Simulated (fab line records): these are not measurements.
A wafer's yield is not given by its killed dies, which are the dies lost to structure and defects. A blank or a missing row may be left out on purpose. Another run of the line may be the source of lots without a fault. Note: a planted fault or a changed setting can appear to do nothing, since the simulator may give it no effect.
A single fault, viewed from 2 desks + flow berkeley_cmos170 + every desk sees just its own numbers, and what lay behind them comes last

THE TOOL OWNER'S DESK: implanter-01
The tool's own readings at UCB170_NLDD_IMPLANT_09, given as means over the sampled wafers that have a number, one for each lot that went through this tool. If a lot's mean is further than 4 standard deviations from the usual mean, the lot is out of limits and carries the mark OUT (the distance appears in the brackets).
Columns: A = beam_energy_keV at UCB170_NLDD_IMPLANT_09, usual 29.999; B = end_station_pressure_torr at UCB170_NLDD_IMPLANT_09, usual 5.15e-06 Torr; C = tilt_deg at UCB170_NLDD_IMPLANT_09, usual 7.003 degrees
| lot  | first seen here | A                        | B        | C     |
|------|-----------------|--------------------------|----------|-------|
| L730 | day 8 15:34     | 29.995                   | 5.41e-06 | 6.998 |
| L740 | day 10 05:23    | 29.993                   | 4.98e-06 | 7.002 |
| L744 | day 10 17:51    | 30.005                   | 5.35e-06 | 6.996 |
| L743 | day 10 18:44    | 38.241 (+99 or more) OUT | 5.45e-06 | 7.009 |
| L747 | day 11 09:13    | 38.226 (+99 or more) OUT | 5.09e-06 | 6.987 |
This desk's finding: out of limits on L743, L747; first on L743, day 10 18:44 (beam_energy_keV at UCB170_NLDD_IMPLANT_09). In limits: L730, L740, L744.

METROLOGY DESK
Lot by lot, what the gauges showed, no matter which tool ran the lot: averages of those sampled wafers that carry a number. If a lot's mean is further than 4 standard deviations from the usual mean, the lot is out of limits and carries the mark OUT (the distance appears in the brackets).
Columns: A = START_OXIDE_THK at UCB170_START_THK_MEAS_03, usual 20.0 nm; B = NLDD_TW at UCB170_NLDD_TW_MEAS_11, usual 2231; C = NLDD_RS at UCB170_SDANNEAL_RS_MEAS_05, usual 616.7 ohm/sq; D = M1_AL_THK at UCB170_M1_THK_MEAS_02, usual 590 nm
| lot  | first seen here | A    | B               | C               | D   |
|------|-----------------|------|-----------------|-----------------|-----|
| L728 | day 1 22:23     | 20.3 | 2225            | 616.6           | 588 |
| L729 | day 1 22:23     | 20.3 | 2222            | 615.7           | 586 |
| L730 | day 2 06:55     | 19.6 | 2227            | 617.2           | 578 |
| L731 | day 2 17:01     | 19.1 | 2246            | 616.3           | 593 |
| L734 | day 3 02:42     | 20.2 | 2226            | 615.4           | 602 |
| L736 | day 3 12:34     | 19.3 | 2237            | 616.9           | 590 |
| L740 | day 4 05:25     | 20.1 | 2243            | 616.8           | 590 |
| L739 | day 4 05:26     | 20.0 | 2239            | 616.5           | 595 |
| L741 | day 4 14:11     | 19.9 | 2238            | 615.6           | 583 |
| L743 | day 4 23:56     | 20.3 | 2324 (+8.5) OUT | 581.4 (-29) OUT | 588 |
| L744 | day 5 03:33     | 20.2 | 2236            | 619.0           | 589 |
| L747 | day 5 16:09     | 19.9 | 2320 (+8.1) OUT | 582.2 (-29) OUT | 585 |
| L748 | day 5 23:25     | 20.4 | 2229            | 616.9           | 594 |
| L750 | day 6 09:41     | 20.3 | 2241            | 616.0           | 593 |
Per this desk, out of limits: L743, L747; the first was L743, day 10 18:59 (NLDD_TW at UCB170_NLDD_TW_MEAS_11). In limits: L728, L729, L730, L731, L734, L736, L740, L739, L741, L744, L748, L750.

BROUGHT TOGETHER
An alarm could have come from the tool owner's desk at day 10 18:44, on L743, L747.
Metrology desk: alarm possible at day 10 18:59 on L743, L747.
UCB170_NLDD_IMPLANT_09 was run on implanter-01 by each of the lots named.

WHAT THE SIMULATOR PUT IN
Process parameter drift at UCB170_NLDD_IMPLANT_09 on implanter-01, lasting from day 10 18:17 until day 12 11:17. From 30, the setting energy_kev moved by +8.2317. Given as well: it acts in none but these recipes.
Lots struck among those shown: L743, L747.
Counting hours from when the fault started, the first reading out of limits came at 0 for the tool owner's desk and at 1 for the metrology desk.
